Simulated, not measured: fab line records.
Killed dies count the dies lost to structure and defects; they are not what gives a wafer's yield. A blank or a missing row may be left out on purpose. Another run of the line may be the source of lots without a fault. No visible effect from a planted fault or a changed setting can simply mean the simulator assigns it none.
2 desks looking at one fault	flow rit cmos	what lay behind the numbers comes last; until then each desk has only its own

== TOOL OWNER'S DESK, litho track-03 ==
At RIT_NRETRO_SOFTBAKE_02 (time 60 s), the tool's own readings, given per lot that ran on this tool as the mean of the sampled wafers with a number. Any lot whose mean is over 4 standard deviations away from the usual mean is out of limits and marked OUT; that distance is given in the brackets.
Columns: A = exhaust pa at RIT_NRETRO_SOFTBAKE_02, usual 44.7 Pa; B = heater power total W at RIT_NRETRO_SOFTBAKE_02, usual 34.56 W; C = plate temp C at RIT_NRETRO_SOFTBAKE_02, usual 89.98 C
lot	first seen here	A	B	C
L274	day 2 10:04	45.4	34.59	89.76
L277	day 3 01:04	45.2	32.54 (-38) OUT	86.32 (-26) OUT
L279	day 3 11:42	45.3	32.56 (-38) OUT	85.99 (-29) OUT
This desk's finding: out of limits on L277, L279; first on L277, day 3 01:04 (heater power total W at RIT_NRETRO_SOFTBAKE_02). L274 stayed within limits.

== METROLOGY DESK ==
Lot by lot, what the gauges showed, no matter which tool ran the lot: averages of those sampled wafers that carry a number. Any lot whose mean is over 4 standard deviations away from the usual mean is out of limits and marked OUT; that distance is given in the brackets.
Columns: A = PWELL_OVL at RIT_PWELL_OVL_MEAS_06, usual 0.1 nm; B = PWELL_TW at RIT_PWELL_TW_MEAS_10, usual 945; C = NWELL_RS at RIT_WELLDRIVE_RS_MEAS_01, usual 275.5 ohm/sq; D = PWELL_RS at RIT_WELLDRIVE_RS_MEAS_02, usual 429.6 ohm/sq; E = NRETRO_OVL at RIT_NRETRO_OVL_MEAS_06, usual 0.0 nm
lot	first seen here	A	B	C	D	E
L274	day 2 03:26	0.7	929	276.2	431.0	-0.4
L275	day 2 07:56	4.0	954	275.6	430.5	0.7
L277	day 2 18:44	-0.0	953	275.7	430.7	-0.9
L279	day 3 05:22	2.4	942	276.1	429.8	-2.4
L288	day 5 01:11	1.8	941	276.3	430.3	0.9
L292	day 5 23:17	1.4	949	275.8	429.0	0.2
This desk's verdict: no lot among the 6 shows anything out of limits.

== TAKEN TOGETHER ==
An alarm could have come from the tool owner's desk at day 3 01:04, on L277, L279.
Metrology desk: nothing out of limits seen.
The metrology desk holds a record of L277, L279, inside its limits.
The lots listed all ran RIT_NRETRO_SOFTBAKE_02 on litho track-03.

== WHAT THE SIMULATOR PUT IN ==
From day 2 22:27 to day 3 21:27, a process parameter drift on litho track-03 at RIT_NRETRO_SOFTBAKE_02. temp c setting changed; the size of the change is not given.
Lots struck among those shown: L277, L279.
Each desk's first reading out of limits, in hours after the fault started: the tool owner's desk, 3.
